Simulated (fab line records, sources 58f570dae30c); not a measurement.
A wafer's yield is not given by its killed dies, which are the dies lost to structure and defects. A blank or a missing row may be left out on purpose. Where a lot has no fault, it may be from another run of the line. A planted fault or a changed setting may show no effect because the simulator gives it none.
Which of the tools did it? :: flow berkeleyCmos170 :: 42 wafers from 14 lots sampled at 3 of the route's 331 steps

## WHAT THE GAUGES SHOWED, per wafer
UCB170_PFIELD_TW_MEAS_09. Usual: PFIELD_TW typically reads 604, with standard deviation 4.3.
lot: L263
measured: day 4 01:08
on: filmMetro-03
PFIELD_TW: 601 600 605
flag: 

lot: L264
measured: day 4 12:04
on: filmMetro-03
PFIELD_TW: 601 607 602
flag: 

lot: L265
measured: day 4 11:35
on: filmMetro-03
PFIELD_TW: 603 603 603
flag: 

lot: L268
measured: day 5 07:42
on: filmMetro-03
PFIELD_TW: 540 539 539
flag: OFF

lot: L270
measured: day 5 21:06
on: filmMetro-04
PFIELD_TW: 603 605 605
flag: 

lot: L271
measured: day 5 20:53
on: filmMetro-01
PFIELD_TW: 541 543 545
flag: OFF

lot: L276
measured: day 7 00:19
on: filmMetro-01
PFIELD_TW: 608 606 611
flag: 

lot: L278
measured: day 7 14:46
on: filmMetro-03
PFIELD_TW: 602 603 602
flag: 

lot: L280
measured: day 7 20:11
on: filmMetro-01
PFIELD_TW: 611 611 610
flag: 

lot: L281
measured: day 8 04:44
on: filmMetro-03
PFIELD_TW: 600 596 602
flag: 

lot: L283
measured: day 8 09:16
on: filmMetro-01
PFIELD_TW: 612 611 611
flag: 

lot: L282
measured: day 8 09:23
on: filmMetro-03
PFIELD_TW: 598 598 599
flag: 

lot: L284
measured: day 8 09:41
on: filmMetro-04
PFIELD_TW: 604 602 604
flag: 

lot: L286
measured: day 9 00:13
on: filmMetro-04
PFIELD_TW: 601 602 601
flag: 

## WHAT TOOL EACH LOT RAN ON (gives the tool, then ch and the chambers of the sampled wafers, and finally the start)
lot: L263
UCB170_NWELL_STRIP_15: plasmaAsher-01 ch 0,1, day 2 04:13
UCB170_PFIELD_IMPLANT_07: implanter-03 ch 0, day 4 00:54

lot: L264
UCB170_NWELL_STRIP_15: plasmaAsher-04 ch 0,1, day 2 11:40
UCB170_PFIELD_IMPLANT_07: implanter-03 ch 0, day 4 11:49

lot: L265
UCB170_NWELL_STRIP_15: plasmaAsher-04 ch 1, day 2 15:48
UCB170_PFIELD_IMPLANT_07: implanter-03 ch 0, day 4 11:20

lot: L268
UCB170_NWELL_STRIP_15: plasmaAsher-04 ch 0,1, day 3 12:20
UCB170_PFIELD_IMPLANT_07: implanter-03 ch 0, day 5 07:28

lot: L270
UCB170_NWELL_STRIP_15: plasmaAsher-03 ch 0,1, day 3 21:52
UCB170_PFIELD_IMPLANT_07: implanter-02 ch 0, day 5 20:53

lot: L271
UCB170_NWELL_STRIP_15: plasmaAsher-03 ch 0,1, day 3 23:58
UCB170_PFIELD_IMPLANT_07: implanter-03 ch 0, day 5 20:38

lot: L276
UCB170_NWELL_STRIP_15: plasmaAsher-01 ch 0,1, day 5 02:47
UCB170_PFIELD_IMPLANT_07: implanter-01 ch 0, day 7 00:04

lot: L278
UCB170_NWELL_STRIP_15: plasmaAsher-04 ch 0,1, day 5 10:56
UCB170_PFIELD_IMPLANT_07: implanter-01 ch 0, day 7 14:31

lot: L280
UCB170_NWELL_STRIP_15: plasmaAsher-01 ch 0,1, day 5 18:44
UCB170_PFIELD_IMPLANT_07: implanter-01 ch 0, day 7 19:56

lot: L281
UCB170_NWELL_STRIP_15: plasmaAsher-03 ch 0,1, day 6 00:39
UCB170_PFIELD_IMPLANT_07: implanter-02 ch 0, day 8 04:31

lot: L283
UCB170_NWELL_STRIP_15: plasmaAsher-03 ch 0,1, day 6 09:29
UCB170_PFIELD_IMPLANT_07: implanter-01 ch 0, day 8 09:02

lot: L282
UCB170_NWELL_STRIP_15: plasmaAsher-01 ch 0,1, day 6 09:46
UCB170_PFIELD_IMPLANT_07: implanter-02 ch 0, day 8 09:09

lot: L284
UCB170_NWELL_STRIP_15: plasmaAsher-01 ch 0,1, day 6 16:32
UCB170_PFIELD_IMPLANT_07: implanter-03 ch 0, day 8 09:26

lot: L286
UCB170_NWELL_STRIP_15: plasmaAsher-04 ch 0,1, day 6 22:08
UCB170_PFIELD_IMPLANT_07: implanter-01 ch 0, day 8 23:59
- UCB170_NWELL_STRIP_15: strips in O2.
- UCB170_PFIELD_IMPLANT_07

## AS READ BY THE TOOLS THEMSELVES (means over the sampled wafers that have a number; for cases with no such wafer, the mark the record gives instead)
UCB170_NWELL_STRIP_15. Usual: drypumpMotorCurrentA 5.5 A, standard deviation 0.58; oesProductAu 0.722 a.u., standard deviation 0.0048; stripTimeToEndpointS 18.08 s, standard deviation 0.085.
lot: L263
tool: plasmaAsher-01
drypumpMotorCurrentA (A): 5.4
oesProductAu (a.u.): 0.723
stripTimeToEndpointS (s): 18.05
flag: 

lot: L264
tool: plasmaAsher-04
drypumpMotorCurrentA (A): 5.0
oesProductAu (a.u.): 0.723
stripTimeToEndpointS (s): 18.03
flag: 

lot: L265
tool: plasmaAsher-04
drypumpMotorCurrentA (A): 4.9
oesProductAu (a.u.): 0.723
stripTimeToEndpointS (s): 18.10
flag: 

lot: L268
tool: plasmaAsher-04
drypumpMotorCurrentA (A): 5.0
oesProductAu (a.u.): 0.722
stripTimeToEndpointS (s): 17.97
flag: 

lot: L270
tool: plasmaAsher-03
drypumpMotorCurrentA (A): 6.6
oesProductAu (a.u.): 0.720
stripTimeToEndpointS (s): 18.16
flag: 

lot: L271
tool: plasmaAsher-03
drypumpMotorCurrentA (A): 6.5
oesProductAu (a.u.): 0.721
stripTimeToEndpointS (s): 17.99
flag: 

lot: L276
tool: plasmaAsher-01
drypumpMotorCurrentA (A): 5.4
oesProductAu (a.u.): 0.718
stripTimeToEndpointS (s): 18.09
flag: 

lot: L278
tool: plasmaAsher-04
drypumpMotorCurrentA (A): 5.2
oesProductAu (a.u.): 0.725
stripTimeToEndpointS (s): 18.19
flag: 

lot: L280
tool: plasmaAsher-01
drypumpMotorCurrentA (A): 5.5
oesProductAu (a.u.): 0.721
stripTimeToEndpointS (s): 18.13
flag: 

lot: L281
tool: plasmaAsher-03
drypumpMotorCurrentA (A): 6.5
oesProductAu (a.u.): 0.720
stripTimeToEndpointS (s): 17.95
flag: 

lot: L283
tool: plasmaAsher-03
drypumpMotorCurrentA (A): 6.5
oesProductAu (a.u.): 0.719
stripTimeToEndpointS (s): 18.02
flag: 

lot: L282
tool: plasmaAsher-01
drypumpMotorCurrentA (A): 5.6
oesProductAu (a.u.): 0.723
stripTimeToEndpointS (s): 18.16
flag: 

lot: L284
tool: plasmaAsher-01
drypumpMotorCurrentA (A): 5.4
oesProductAu (a.u.): 0.720
stripTimeToEndpointS (s): 18.10
flag: 

lot: L286
tool: plasmaAsher-04
drypumpMotorCurrentA (A): 5.1
oesProductAu (a.u.): 0.722
stripTimeToEndpointS (s): 18.06
flag: 

UCB170_PFIELD_IMPLANT_07. Usual: doseIonsCm2 1.9995e+13, standard deviation 2.2e+10; faradayCurrentUA 63.3, standard deviation 1.2.
lot: L263
tool: implanter-03
doseIonsCm2: 2.0017e+13
faradayCurrentUA: 63.2
flag: 

lot: L264
tool: implanter-03
doseIonsCm2: 1.9980e+13
faradayCurrentUA: 62.5
flag: 

lot: L265
tool: implanter-03
doseIonsCm2: 1.9997e+13
faradayCurrentUA: 63.4
flag: 

lot: L268
tool: implanter-03
doseIonsCm2: 1.3782e+13
faradayCurrentUA: 43.5
flag: OFF

lot: L270
tool: implanter-02
doseIonsCm2: 2.0018e+13
faradayCurrentUA: 62.1
flag: 

lot: L271
tool: implanter-03
doseIonsCm2: 1.3806e+13
faradayCurrentUA: 42.5
flag: OFF

lot: L276
tool: implanter-01
doseIonsCm2: 1.9978e+13
faradayCurrentUA: 63.3
flag: 

lot: L278
tool: implanter-01
doseIonsCm2: 1.9968e+13
faradayCurrentUA: 64.2
flag: 

lot: L280
tool: implanter-01
doseIonsCm2: 1.9978e+13
faradayCurrentUA: 63.9
flag: 

lot: L281
tool: implanter-02
doseIonsCm2: 1.9987e+13
faradayCurrentUA: 64.5
flag: 

lot: L283
tool: implanter-01
doseIonsCm2: 1.9996e+13
faradayCurrentUA: 63.3
flag: 

lot: L282
tool: implanter-02
doseIonsCm2: 1.9982e+13
faradayCurrentUA: 63.5
flag: 

lot: L284
tool: implanter-03
doseIonsCm2: 2.0011e+13
faradayCurrentUA: 62.6
flag: 

lot: L286
tool: implanter-01
doseIonsCm2: 1.9974e+13
faradayCurrentUA: 62.3
flag: 

## THE ANSWER, worked out from the rows above alone
Rule: a lot is off if the mean of its wafers that have a number lies more than 3 standard deviations from the usual mean. Also off: a lot with no number at a reading for which 4 or more lots have one. Any other lot the step has rows for is counted as sound. Order of review: gauges by route order, followed by the tools' own readings, for which a lot's mean as printed above is used. At the first step where some lot is off, the reading lying furthest off is the one used; lots without a number count as furthest.
Off: L268, L271, seen at UCB170_PFIELD_TW_MEAS_09 (PFIELD_TW).
A tool fits if, at a process step before that reading, it ran every lot that is off, and no sound lot after the first of them. The gauges at UCB170_PFIELD_TW_MEAS_09 aren't tried: what is off there is off at UCB170_PFIELD_IMPLANT_07 too, on other tools, and a gauge's error can't cause that. Of those tried, none fits.

## WHAT THE SIMULATOR PUT IN
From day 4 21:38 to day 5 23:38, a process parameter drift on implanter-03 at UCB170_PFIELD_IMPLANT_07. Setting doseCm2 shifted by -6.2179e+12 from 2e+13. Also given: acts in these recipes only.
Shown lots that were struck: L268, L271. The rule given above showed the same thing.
